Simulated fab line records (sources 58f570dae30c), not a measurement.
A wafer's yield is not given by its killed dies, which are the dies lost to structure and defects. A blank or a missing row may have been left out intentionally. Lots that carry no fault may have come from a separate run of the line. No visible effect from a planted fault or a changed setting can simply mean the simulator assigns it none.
Which tool did it?	flow berkeley-cmos170	7 lots (21 wafers sampled), 1 step of a 331-step route

WHAT THE GAUGES SHOWED, per wafer
UCB170_PLDD_CD_MEAS_06: the cd target is 1200 nm.
lot	measured	on	cd-nm (nm)
L593	day 8 04:07	cd-sem-02	1199.8 1199.2 1198.9
L594	day 8 04:41	cd-sem-02	1200.0 1200.2 1199.6
L598	day 8 16:26	cd-sem-02	1201.5 1201.8 1200.4
L601	day 9 11:42	cd-sem-02	1197.5 1196.7 1195.8
L603	day 10 02:56	cd-sem-02	1199.9 1198.3 1198.0
L606	day 10 15:06	cd-sem-02	1199.7 1200.5 1199.8
L612	day 12 01:50	cd-sem-01	1200.3 1200.4 1200.2

EACH LOT AND THE TOOL THAT RAN IT (in order: tool; ch and the chambers of the sampled wafers; start)
No process step before these readings appears in the record.

THE ANSWER, worked out from the rows above alone
Rule: the usual values come from the lots themselves. Put in order of their means at a reading, lots are off if they are a third of the lots or fewer, leave a main group of 4 or more, and stand apart from it by a gap of 3 or more times the standard deviation of the main group's means; of several such gaps the widest counts. A main group whose means are all the same, to the digits that the tables above print for the reading, isn't used. Also off: a lot with no number at a reading for which 4 or more lots have one. Where the step has rows for the other lots, those lots are counted as sound.
No lot is off on any of the readings shown, so nothing can be concluded from this.

WHAT THE SIMULATOR HAD INSERTED
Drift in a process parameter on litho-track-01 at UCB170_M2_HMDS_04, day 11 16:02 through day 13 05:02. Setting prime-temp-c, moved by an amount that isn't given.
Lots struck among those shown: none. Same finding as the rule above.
